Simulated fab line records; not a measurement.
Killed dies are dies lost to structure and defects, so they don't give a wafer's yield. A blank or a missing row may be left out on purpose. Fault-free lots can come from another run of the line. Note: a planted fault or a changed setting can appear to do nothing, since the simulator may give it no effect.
What tool caused it?    flow rit_cmos    14 lots with 42 wafers sampled at 3 steps, on a route of 202 steps

## WHAT THE GAUGES SHOWED, per wafer
RIT_PLDD_TW_MEAS_10. Usual: for PLDD_TW the level is 2340 and the standard deviation is 9.9.
lot   measured     on             PLDD_TW         flag
L722  day 2 22:27  film_metro-03  2347 2348 2352  
L723  day 3 06:30  film_metro-04  2333 2346 2334  
L724  day 3 11:49  film_metro-04  2336 2349 2339  
L725  day 3 18:33  film_metro-04  2331 2347 2329  
L727  day 4 03:57  film_metro-02  2320 2332 2337  
L728  day 4 07:10  film_metro-03  2400 2396 2392  OFF
L730  day 4 20:32  film_metro-03  2333 2328 2347  
L734  day 5 11:44  film_metro-02  2406 2400 2403  OFF
L736  day 6 00:22  film_metro-04  2353 2348 2356  
L738  day 6 05:46  film_metro-02  2347 2349 2347  
L741  day 6 23:52  film_metro-02  2343 2330 2350  
L742  day 7 02:21  film_metro-02  2330 2321 2323  
L743  day 7 09:35  film_metro-03  2340 2348 2330  
L744  day 7 14:16  film_metro-04  2343 2339 2336  

RIT_SDANNEAL_RS_MEAS_06: a four-point-probe measurement. Usual: for PLDD_RS the level is 178.4 ohm/sq and the standard deviation is 0.47.
lot   measured     on             PLDD_RS (ohm/sq)   flag
L722  day 3 04:38  film_metro-04  178.0 178.3 178.3  
L723  day 3 12:55  film_metro-04  178.2 177.7 178.3  
L724  day 3 18:12  film_metro-02  177.8 178.4 178.2  
L725  day 4 00:48  film_metro-04  178.5 178.3 178.1  
L727  day 4 10:09  film_metro-04  178.0 177.9 178.1  
L728  day 4 13:35  film_metro-02  172.8 172.4 172.6  OFF
L730  day 5 02:53  film_metro-04  178.5 178.5 178.5  
L734  day 5 18:04  film_metro-04  173.7 173.2 172.6  OFF
L736  day 6 06:40  film_metro-04  178.8 178.3 178.5  
L738  day 6 12:15  film_metro-03  179.2 179.4 179.4  
L741  day 7 06:14  film_metro-03  178.9 179.1 179.1  
L742  day 7 08:41  film_metro-02  177.8 178.3 177.6  
L743  day 7 15:50  film_metro-04  178.6 178.6 178.9  
L744  day 7 20:20  film_metro-02  178.9 178.4 179.1  

## EACH LOT AND THE TOOL THAT RAN IT (in order: tool; ch and the chambers of the sampled wafers; start)
lot   RIT_PLDD_IMPLANT_08
L722  implanter-04 ch 0, day 2 22:07
L723  implanter-02 ch 0, day 3 06:11
L724  implanter-02 ch 0, day 3 11:31
L725  implanter-04 ch 0, day 3 18:14
L727  implanter-04 ch 0, day 4 03:38
L728  implanter-04 ch 0, day 4 06:51
L730  implanter-03 ch 0, day 4 20:13
L734  implanter-04 ch 0, day 5 11:25
L736  implanter-02 ch 0, day 6 00:04
L738  implanter-03 ch 0, day 6 05:26
L741  implanter-03 ch 0, day 6 23:33
L742  implanter-03 ch 0, day 7 02:02
L743  implanter-02 ch 0, day 7 09:16
L744  implanter-02 ch 0, day 7 13:56
- RIT_PLDD_IMPLANT_08

## WHAT THE TOOLS THEMSELVES READ (means of the sampled wafers that have a number; where no wafer has one, the mark that the record gives instead)
RIT_PLDD_IMPLANT_08. Usual: beam_energy_keV at 19.999, with a standard deviation of 0.005.
lot   tool          beam_energy_keV  flag
L722  implanter-04  19.998           
L723  implanter-02  19.999           
L724  implanter-02  19.995           
L725  implanter-04  20.002           
L727  implanter-04  19.998           
L728  implanter-04  21.940           OFF
L730  implanter-03  19.993           
L734  implanter-04  21.937           OFF
L736  implanter-02  20.001           
L738  implanter-03  20.001           
L741  implanter-03  19.998           
L742  implanter-03  20.003           
L743  implanter-02  20.003           
L744  implanter-02  20.000           

## THE ANSWER, worked out from the rows above alone
Rule: take the mean of a lot's wafers that have a number; if it is more than 3 standard deviations from the usual mean, the lot is off. Also off: a lot with no number at a reading for which 4 or more lots have one. All remaining lots with rows at the step are treated as sound. After the gauges, taken in route order, come the tools' own readings; for these a lot's mean is taken, as printed above. The first step at which some lot is off is used, and at that step the reading that is off furthest; a lot without a number counts as furthest.
Off: at RIT_PLDD_TW_MEAS_10 (PLDD_TW), L728, L734.
If a tool, at a process step before that reading, ran all the lots that are off and no sound lot after the first of them, it fits. The gauges at RIT_PLDD_TW_MEAS_10 aren't tried: what is off there is off at RIT_PLDD_IMPLANT_08 too, on other tools, and a gauge's error can't cause that. One fits: implanter-04 at RIT_PLDD_IMPLANT_08. A fault onset in the window from L727 (day 4 03:38, its last sound lot) to L728 (day 4 06:51, its first lot off) fits.
On the lots that are off, the tool's own readings at RIT_PLDD_IMPLANT_08 differ by more than 5 times the standard deviation of the sound lots' means, which bears it out; beam_energy_keV reads 21.939 there versus 19.999 on the sound lots.

## WHAT THE SIMULATOR HAD PUT IN
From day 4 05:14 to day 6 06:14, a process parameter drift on implanter-04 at RIT_PLDD_IMPLANT_08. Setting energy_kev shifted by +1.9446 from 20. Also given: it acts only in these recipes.
Shown lots that were struck: L728, L734. This agrees with what the rule above found.
